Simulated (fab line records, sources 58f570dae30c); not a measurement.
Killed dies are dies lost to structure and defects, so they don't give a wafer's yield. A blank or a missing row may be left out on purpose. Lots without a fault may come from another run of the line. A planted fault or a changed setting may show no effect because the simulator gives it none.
A struck lot beside a sound one | flow berkeley_cmos170 | 17 steps out of a route of 331
Sound: wafers L179.1, L179.2, L179.5. Struck: wafers L180.2, L180.3, L180.6. The cause comes at the end.
At each step with rows: each side's tool, then ch and its chambers, then its first start. Under that, the readings that differ: sound wafers | struck wafers | difference of the means | sigmas: that difference in standard deviations of wafers without a fault.
alike: readings whose means differ by less than 2 such deviations, and words and numbers that are the same on both sides. not compared: withheld readings, readings that some wafer has no value for, bounds like >300 that may hide the same value, and numbers for which the record gives no deviation and whose values overlap.
The two part at a step that has a row with sigmas, a row that says differs or no value, or rows on one side only. Numbers that don't overlap but have no deviation are shown without sigmas and don't part them. A reading that every wafer of one side lacks parts them only if that side has two wafers or more.

UCB170_M1_SPUTTER_00: material Al, target thk 600 nm, time 80 s.
  sound on pvd_sputter-01, day 10 04:02; struck on pvd_sputter-01, day 10 05:23
  alike: throttle_valve_pct
UCB170_M1_RS_MEAS_01: measures by four-point-probe.
  sound on film_metro-03, day 10 04:05; struck on film_metro-03, day 10 05:28
  alike: M1_AL_RS
UCB170_M1_THK_MEAS_02: measures by xrf.
  sound on film_metro-03, day 10 04:13; struck on film_metro-03, day 10 05:35
  alike: M1_AL_THK
then, 6 steps without rows for these wafers: UCB170_M1_COAT_03; UCB170_M1_COAT_04 (resist thk 900 nm); UCB170_M1_SOFTBAKE_05 (time 60 s); UCB170_M1_EXPOSE_06 (exposes mask METAL1, target cd 700 nm); UCB170_M1_PEB_07; UCB170_M1_DEVELOP_08 (develop time 45 s).
UCB170_M1_CD_MEAS_09: target cd 700 nm.
  sound on cd_sem-01, day 10 06:03; struck on cd_sem-01, day 10 07:02
  alike: cd_nm
UCB170_M1_OVL_MEAS_10:
  sound on overlay-02, day 10 06:10; struck on overlay-01, day 10 07:08
  alike: M1_OVL
UCB170_M1_ETCH_11: etches BARC in N2/H2.
  sound on rie_diel-03 ch 0,1,2, day 10 06:13; struck on rie_diel-03 ch 0,1,2, day 10 07:10
  alike: chamber_pressure_mTorr, drypump_motor_current_A, oes_product_au, throttle_valve_pct
UCB170_M1_METAL_ETCH_12: etches Al in Cl2/BCl3, stops on PSG, target depth 780 nm, time 130 s.
  sound on rie_metal-01 ch 0,1, day 10 06:15; struck on rie_metal-01 ch 0,1, day 10 07:13
  reading                                 | sound             | struck            | difference | sigmas
  oes_product_au (a.u.)                   | 0.857 0.852 0.858 | 0.726 0.729 0.729 | -0.128     | -11
  over_etch_frac                          | 0.3 0.3 0.3       | 0.75 0.75 0.75    | +0.45      |
  model.KrF_of_M1_COAT_04.thk_nm (nm)     | 443.6 431.8 442.7 | 279.6 282.6 284   | -157.3     |
  model.PSG_of_CONTACT_CVD_01.thk_nm (nm) | 665.9 664.6 663.2 | 645.4 637.6 647.3 | -21.1      |
  model.M1.feature_depth_nm (nm)          | 639.2 632.9 637.7 | 648 652.5 654.8   | +15        |
  alike: chamber_pressure_mTorr, drypump_motor_current_A, throttle_valve_pct
  not compared: rf_hours_counter_h
UCB170_M1_STRIP_13: strips in O2.
  sound on plasma_asher-03 ch 0,1, day 10 06:23; struck on plasma_asher-04 ch 0,1, day 10 07:21
  reading               | sound             | struck            | difference | sigmas
  oes_product_au (a.u.) | 0.721 0.719 0.710 | 0.613 0.612 0.615 | -0.103     | -25
  alike: chamber_pressure_mTorr, drypump_motor_current_A
  not compared: rf_hours_counter_h
UCB170_M1_CD_MEAS_90: target cd 700 nm.
  sound on cd_sem-02, day 10 06:29; struck on cd_sem-02, day 10 07:28
  reading    | sound             | struck            | difference | sigmas
  cd_nm (nm) | 704.6 698.0 705.2 | 690.2 686.9 694.3 | -12.1      | -5
then, 1 step without rows for these wafers: UCB170_M1_ANNEAL_14 (time 1200 s).
UCB170_M3_PROBE_99:
  sound on prober-01, day 10 19:02; struck on prober-02, day 10 23:54
  reading                               | sound                         | struck                     | difference | sigmas
  model.etest.m1.width_nm (nm)          | 704 702.9 704.1               | 700.1 692.1 698.5          | -6.8       |
  model.etest.antenna_m1.vt_shift_v (V) | -0.007216 -0.004919 -0.008184 | -0.02314 -0.02284 -0.02107 | -0.01558   |

WHERE THEY PART
First at UCB170_M1_METAL_ETCH_12; last, within this record, at UCB170_M1_CD_MEAS_90.

WHY: what the simulator had put in
Process parameter drift: rie_metal-01, from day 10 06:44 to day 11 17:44, at UCB170_M1_METAL_ETCH_12. Setting over_etch_frac, moved by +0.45, from 0.3. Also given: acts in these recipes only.
